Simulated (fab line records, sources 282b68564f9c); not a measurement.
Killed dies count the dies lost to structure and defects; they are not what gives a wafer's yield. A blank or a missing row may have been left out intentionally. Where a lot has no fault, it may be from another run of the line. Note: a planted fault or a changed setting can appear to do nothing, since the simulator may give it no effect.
Split-lot trial :: flow rit cmos :: on a route of 202 steps: 5 lots, 23 wafers read

## ON THE SPLIT
At RIT_PWELL_SOFTBAKE_02 (time 60 s), the setting temp c was moved away from the recipe's 90 C on 5 of the 23 wafers read, by +2.3% to +3.5%. For the rest of the wafers, this setting stayed at what the recipe calls for.

The reading is taken at the split's own step.

## THE READING
NOVOLAK_of_PWELL_COAT_01.thk nm (the simulator's own value, which no gauge read), in nm, at RIT_PWELL_SOFTBAKE_02 (time 60 s). The file gives no usual value for it. The 18 wafers here that ran the recipe average 1300 nm, standard deviation 2.6 nm.

wafer: L078.2
tool, chamber at the split: litho track-01, 0
temp c as run, C: 90
against the recipe: recipe
NOVOLAK_of_PWELL_COAT_01.thk nm, nm: 1300
against lot-mates on the recipe: -

wafer: L078.3
tool, chamber at the split: litho track-01, 0
temp c as run, C: 92.06
against the recipe: +2.3%
NOVOLAK_of_PWELL_COAT_01.thk nm, nm: 1289
against lot-mates on the recipe: -12

wafer: L078.4
tool, chamber at the split: litho track-01, 0
temp c as run, C: 92.06
against the recipe: +2.3%
NOVOLAK_of_PWELL_COAT_01.thk nm, nm: 1288
against lot-mates on the recipe: -13

wafer: L078.5
tool, chamber at the split: litho track-01, 0
temp c as run, C: 92.06
against the recipe: +2.3%
NOVOLAK_of_PWELL_COAT_01.thk nm, nm: 1293
against lot-mates on the recipe: -8

wafer: L078.6
tool, chamber at the split: litho track-01, 0
temp c as run, C: 90
against the recipe: recipe
NOVOLAK_of_PWELL_COAT_01.thk nm, nm: 1302
against lot-mates on the recipe: -

wafer: L080.1
tool, chamber at the split: litho track-01, 0
temp c as run, C: 90
against the recipe: recipe
NOVOLAK_of_PWELL_COAT_01.thk nm, nm: 1300
against lot-mates on the recipe: -

wafer: L080.4
tool, chamber at the split: litho track-01, 0
temp c as run, C: 90
against the recipe: recipe
NOVOLAK_of_PWELL_COAT_01.thk nm, nm: 1302
against lot-mates on the recipe: -

wafer: L080.5
tool, chamber at the split: litho track-01, 0
temp c as run, C: 90
against the recipe: recipe
NOVOLAK_of_PWELL_COAT_01.thk nm, nm: 1304
against lot-mates on the recipe: -

wafer: L081.1
tool, chamber at the split: litho track-02, 0
temp c as run, C: 90
against the recipe: recipe
NOVOLAK_of_PWELL_COAT_01.thk nm, nm: 1300
against lot-mates on the recipe: -

wafer: L081.2
tool, chamber at the split: litho track-02, 0
temp c as run, C: 90
against the recipe: recipe
NOVOLAK_of_PWELL_COAT_01.thk nm, nm: 1301
against lot-mates on the recipe: -

wafer: L081.5
tool, chamber at the split: litho track-02, 0
temp c as run, C: 90
against the recipe: recipe
NOVOLAK_of_PWELL_COAT_01.thk nm, nm: 1301
against lot-mates on the recipe: -

wafer: L081.3
tool, chamber at the split: litho track-02, 0
temp c as run, C: 90
against the recipe: recipe
NOVOLAK_of_PWELL_COAT_01.thk nm, nm: 1303
against lot-mates on the recipe: -

wafer: L081.4
tool, chamber at the split: litho track-02, 0
temp c as run, C: 90
against the recipe: recipe
NOVOLAK_of_PWELL_COAT_01.thk nm, nm: 1298
against lot-mates on the recipe: -

wafer: L082.1
tool, chamber at the split: litho track-04, 0
temp c as run, C: 93.15
against the recipe: +3.5%
NOVOLAK_of_PWELL_COAT_01.thk nm, nm: 1287
against lot-mates on the recipe: -15

wafer: L082.2
tool, chamber at the split: litho track-04, 0
temp c as run, C: 90
against the recipe: recipe
NOVOLAK_of_PWELL_COAT_01.thk nm, nm: 1305
against lot-mates on the recipe: -

wafer: L082.4
tool, chamber at the split: litho track-04, 0
temp c as run, C: 93.15
against the recipe: +3.5%
NOVOLAK_of_PWELL_COAT_01.thk nm, nm: 1292
against lot-mates on the recipe: -10

wafer: L082.5
tool, chamber at the split: litho track-04, 0
temp c as run, C: 90
against the recipe: recipe
NOVOLAK_of_PWELL_COAT_01.thk nm, nm: 1299
against lot-mates on the recipe: -

wafer: L082.6
tool, chamber at the split: litho track-04, 0
temp c as run, C: 90
against the recipe: recipe
NOVOLAK_of_PWELL_COAT_01.thk nm, nm: 1301
against lot-mates on the recipe: -

wafer: L085.1
tool, chamber at the split: litho track-02, 0
temp c as run, C: 90
against the recipe: recipe
NOVOLAK_of_PWELL_COAT_01.thk nm, nm: 1296
against lot-mates on the recipe: -

wafer: L085.2
tool, chamber at the split: litho track-02, 0
temp c as run, C: 90
against the recipe: recipe
NOVOLAK_of_PWELL_COAT_01.thk nm, nm: 1296
against lot-mates on the recipe: -

wafer: L085.4
tool, chamber at the split: litho track-02, 0
temp c as run, C: 90
against the recipe: recipe
NOVOLAK_of_PWELL_COAT_01.thk nm, nm: 1301
against lot-mates on the recipe: -

wafer: L085.5
tool, chamber at the split: litho track-02, 0
temp c as run, C: 90
against the recipe: recipe
NOVOLAK_of_PWELL_COAT_01.thk nm, nm: 1295
against lot-mates on the recipe: -

wafer: L085.6
tool, chamber at the split: litho track-02, 0
temp c as run, C: 90
against the recipe: recipe
NOVOLAK_of_PWELL_COAT_01.thk nm, nm: 1300
against lot-mates on the recipe: -

FIT RESULTS
A straight line over all 23 wafers: NOVOLAK_of_PWELL_COAT_01.thk nm changes by -3.57 nm for each +1% of temp c; r = -0.84; the points scatter about the line by 2.8 nm.
The same after taking each lot's own level away (the mean of its wafers on the recipe; 23 wafers): -3.96 nm for each +1%; r = -0.90; scatter 2.3 nm.
Per that fit: largest temp c move, reading shift of 14 nm.
From 1297.6 to 1302.0 nm: that is the span of the lots' own levels, equal to 1.7 times the standard deviation above.
So the lot-to-lot level changes the slope little: the two slopes agree.
Check: with one of the wafers moved furthest among these (+3.5%) left out of the fit, the line predicts -13.7 nm for it against its lot-mates. Against them it came out at -14.7 nm.

## ADDITIONAL SPLITS CARRIED BY THESE WAFERS
Note: prior to the reading, these wafers also went through further splits. Each is held against what the fit with the lots' levels taken away leaves over:
other split on the same wafers: RIT_ACTIVE_CVD_03 pressure mtorr
wafers away from the commonest value: 15
r with NOVOLAK_of_PWELL_COAT_01.thk nm (lot level and that fit taken away): +0.24

other split on the same wafers: RIT_ACTIVE_EXPOSE_08 dose mj
wafers away from the commonest value: 9
r with NOVOLAK_of_PWELL_COAT_01.thk nm (lot level and that fit taken away): -0.11

other split on the same wafers: RIT_ACTIVE_ETCH_13 pressure mtorr
wafers away from the commonest value: 5
r with NOVOLAK_of_PWELL_COAT_01.thk nm (lot level and that fit taken away): +0.18

other split on the same wafers: RIT_FOX2_OXIDATION_00 ox time s
wafers away from the commonest value: 15
r with NOVOLAK_of_PWELL_COAT_01.thk nm (lot level and that fit taken away): -0.06

other split on the same wafers: RIT_NWELL_IMPLANT_08 dose cm2
wafers away from the commonest value: 10
r with NOVOLAK_of_PWELL_COAT_01.thk nm (lot level and that fit taken away): +0.06

## THE FILE'S OWN FIT
NOVOLAK_of_PWELL_COAT_01.thk nm changes by -3.71 nm for each +1% of temp c, r = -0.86.
